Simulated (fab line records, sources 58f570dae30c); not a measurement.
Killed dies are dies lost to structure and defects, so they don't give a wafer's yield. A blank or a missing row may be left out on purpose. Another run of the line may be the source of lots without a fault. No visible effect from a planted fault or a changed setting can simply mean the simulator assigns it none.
Which tool is to blame? + flow berkeley-cmos170 + 42 wafers from 14 lots sampled at 3 of the route's 331 steps

== WHAT EACH GAUGE READ, for each wafer ==
UCB170_GATE_CD_MEAS_90 targets a cd of 350 nm. Usual: cd-nm reads 350.1 nm (standard deviation 1.5).
| lot  | measured     | on        | cd-nm (nm)        | flag |
|------|--------------|-----------|-------------------|------|
| L136 | day 7 07:36  | cd-sem-02 | 349.0 351.5 350.1 |      |
| L139 | day 7 21:38  | cd-sem-01 | 351.4 350.7 350.5 |      |
| L140 | day 7 21:56  | cd-sem-02 | 349.0 349.9 351.0 |      |
| L141 | day 7 22:40  | cd-sem-02 | 351.5 350.7 349.7 |      |
| L143 | day 8 16:53  | cd-sem-01 | 347.4 348.3 347.5 |      |
| L144 | day 8 17:07  | cd-sem-01 | 353.4 351.2 351.6 |      |
| L145 | day 8 16:26  | cd-sem-01 | 352.0 352.0 352.9 |      |
| L146 | day 8 16:46  | cd-sem-01 | 350.2 349.5 350.7 |      |
| L148 | day 9 20:32  | cd-sem-01 | 351.5 351.8 350.6 |      |
| L149 | day 9 20:19  | cd-sem-01 | 348.4 349.9 349.0 |      |
| L158 | day 11 21:50 | cd-sem-02 | 347.9 348.6 349.0 |      |
| L159 | day 12 04:51 | cd-sem-02 | 351.0 351.8 351.7 |      |

== WHICH TOOL RAN EACH LOT (tool, then ch and the chambers of the sampled wafers, then the start) ==
| lot  | UCB170_ZERO_STRIP_07                | UCB170_NVT_STRIP_08                  |
|------|-------------------------------------|--------------------------------------|
| L136 | plasma-asher-04 ch 0,1, day 1 18:47 | plasma-asher-01 ch 0,1, day 6 12:26  |
| L139 | plasma-asher-02 ch 0, day 2 12:38   | plasma-asher-01 ch 0,1, day 7 02:32  |
| L140 | plasma-asher-04 ch 0,1, day 2 20:02 | plasma-asher-02 ch 0,1, day 7 02:50  |
| L141 | plasma-asher-02 ch 0,1, day 2 20:16 | plasma-asher-03 ch 0,1, day 7 02:17  |
| L143 | plasma-asher-02 ch 0,1, day 3 07:58 | plasma-asher-03 ch 0,1, day 7 23:19  |
| L144 | plasma-asher-04 ch 0,1, day 3 08:13 | plasma-asher-01 ch 0,1, day 7 23:34  |
| L145 | plasma-asher-04 ch 0,1, day 3 20:30 | plasma-asher-01 ch 0,1, day 7 23:02  |
| L146 | plasma-asher-02 ch 0, day 3 20:43   | plasma-asher-02 ch 0,1, day 7 23:17  |
| L148 | plasma-asher-04 ch 0,1, day 4 08:11 | plasma-asher-03 ch 0,1, day 8 23:51  |
| L149 | plasma-asher-02 ch 0,1, day 4 12:01 | plasma-asher-01 ch 0,1, day 8 23:35  |
| L154 | plasma-asher-02 ch 0,1, day 5 18:35 | -                                    |
| L155 | plasma-asher-03 ch 0,1, day 5 19:07 | -                                    |
| L158 | plasma-asher-04 ch 0,1, day 6 10:38 | plasma-asher-02 ch 0,1, day 11 01:14 |
| L159 | plasma-asher-03 ch 0,1, day 6 17:53 | plasma-asher-02 ch 0,1, day 11 13:10 |
- UCB170_ZERO_STRIP_07: strips in O2.
- UCB170_NVT_STRIP_08: strips in O2.

== WHAT THE TOOLS THEMSELVES READ (means of the sampled wafers that have a number; where no wafer has one, the mark that the record gives instead) ==
UCB170_ZERO_STRIP_07. Usual: chamber-pressure-mTorr 3500 mTorr, standard deviation 3.3; drypump-motor-current-A 5.9 A, standard deviation 0.48; oes-product-au 0.728 a.u., standard deviation 0.0046; strip-time-to-endpoint-s 21.72 s, standard deviation 0.056.
| lot  | tool            | chamber-pressure-mTorr (mTorr) | drypump-motor-current-A (A) | oes-product-au (a.u.) | strip-time-to-endpoint-s (s) | flag |
|------|-----------------|--------------------------------|-----------------------------|-----------------------|------------------------------|------|
| L136 | plasma-asher-04 | 3498                           | 5.7                         | 0.733                 | 21.71                        |      |
| L139 | plasma-asher-02 | 3500                           | 6.7                         | 0.722                 | 21.78                        |      |
| L140 | plasma-asher-04 | 3498                           | 5.8                         | 0.726                 | 21.66                        |      |
| L141 | plasma-asher-02 | 3497                           | 6.5                         | 0.730                 | 21.72                        |      |
| L143 | plasma-asher-02 | 3501                           | 6.2                         | 0.730                 | 21.71                        |      |
| L144 | plasma-asher-04 | 3501                           | 5.9                         | 0.728                 | 21.76                        |      |
| L145 | plasma-asher-04 | 3500                           | 5.9                         | 0.729                 | 21.68                        |      |
| L146 | plasma-asher-02 | 3499                           | 6.7                         | 0.729                 | 21.76                        |      |
| L148 | plasma-asher-04 | 3502                           | 5.7                         | 0.723                 | 21.72                        |      |
| L149 | plasma-asher-02 | 3497                           | 6.5                         | 0.728                 | 21.75                        |      |
| L154 | plasma-asher-02 | -                              | -                           | -                     | -                            | OFF  |
| L155 | plasma-asher-03 | -                              | -                           | -                     | -                            | OFF  |
| L158 | plasma-asher-04 | 3502                           | 5.7                         | 0.726                 | 21.65                        |      |
| L159 | plasma-asher-03 | 3498                           | 5.3                         | 0.726                 | 21.76                        |      |

UCB170_NVT_STRIP_08. Usual: chamber-pressure-mTorr 3500 mTorr, standard deviation 3; drypump-motor-current-A 5.7 A, standard deviation 0.59; oes-product-au 0.735 a.u., standard deviation 0.0048; strip-time-to-endpoint-s 21.65 s, standard deviation 0.067.
| lot  | tool            | chamber-pressure-mTorr (mTorr) | drypump-motor-current-A (A) | oes-product-au (a.u.) | strip-time-to-endpoint-s (s) | flag |
|------|-----------------|--------------------------------|-----------------------------|-----------------------|------------------------------|------|
| L136 | plasma-asher-01 | 3503                           | 5.2                         | 0.733                 | 21.76                        |      |
| L139 | plasma-asher-01 | 3502                           | 5.2                         | 0.736                 | 21.67                        |      |
| L140 | plasma-asher-02 | 3499                           | 6.5                         | 0.739                 | 21.64                        |      |
| L141 | plasma-asher-03 | 3495                           | 5.3                         | 0.736                 | 21.64                        |      |
| L143 | plasma-asher-03 | 3501                           | 5.3                         | 0.738                 | 21.62                        |      |
| L144 | plasma-asher-01 | 3500                           | 5.4                         | 0.734                 | 21.68                        |      |
| L145 | plasma-asher-01 | 3501                           | 5.2                         | 0.736                 | 21.63                        |      |
| L146 | plasma-asher-02 | 3503                           | 6.5                         | 0.734                 | 21.51                        |      |
| L148 | plasma-asher-03 | 3498                           | 5.6                         | 0.736                 | 21.66                        |      |
| L149 | plasma-asher-01 | 3500                           | 5.4                         | 0.736                 | 21.67                        |      |
| L158 | plasma-asher-02 | 3500                           | 6.5                         | 0.731                 | 21.58                        |      |
| L159 | plasma-asher-02 | 3499                           | 6.3                         | 0.735                 | 21.61                        |      |

== THE ANSWER, worked out from the rows above alone ==
Rule: take the mean of a lot's wafers that have a number; if it is more than 3 standard deviations from the usual mean, the lot is off. A lot without any number at a reading at which 4 lots or more have one is off too. The other lots that the step has rows for count as sound. Order of review: gauges by route order, followed by the tools' own readings, for which a lot's mean as printed above is used. The first step at which some lot is off is used, and at that step the reading that is off furthest; a lot without a number counts as furthest.
Off: L154, L155 (UCB170_ZERO_STRIP_07, chamber-pressure-mTorr). Without a number there: L154, L155.
A tool fits if, at that step or a process step before it, it ran every lot that is off, and no sound lot after the first of them. No candidate that was tried fits.

== WHAT HAD BEEN PUT IN BY THE SIMULATOR ==
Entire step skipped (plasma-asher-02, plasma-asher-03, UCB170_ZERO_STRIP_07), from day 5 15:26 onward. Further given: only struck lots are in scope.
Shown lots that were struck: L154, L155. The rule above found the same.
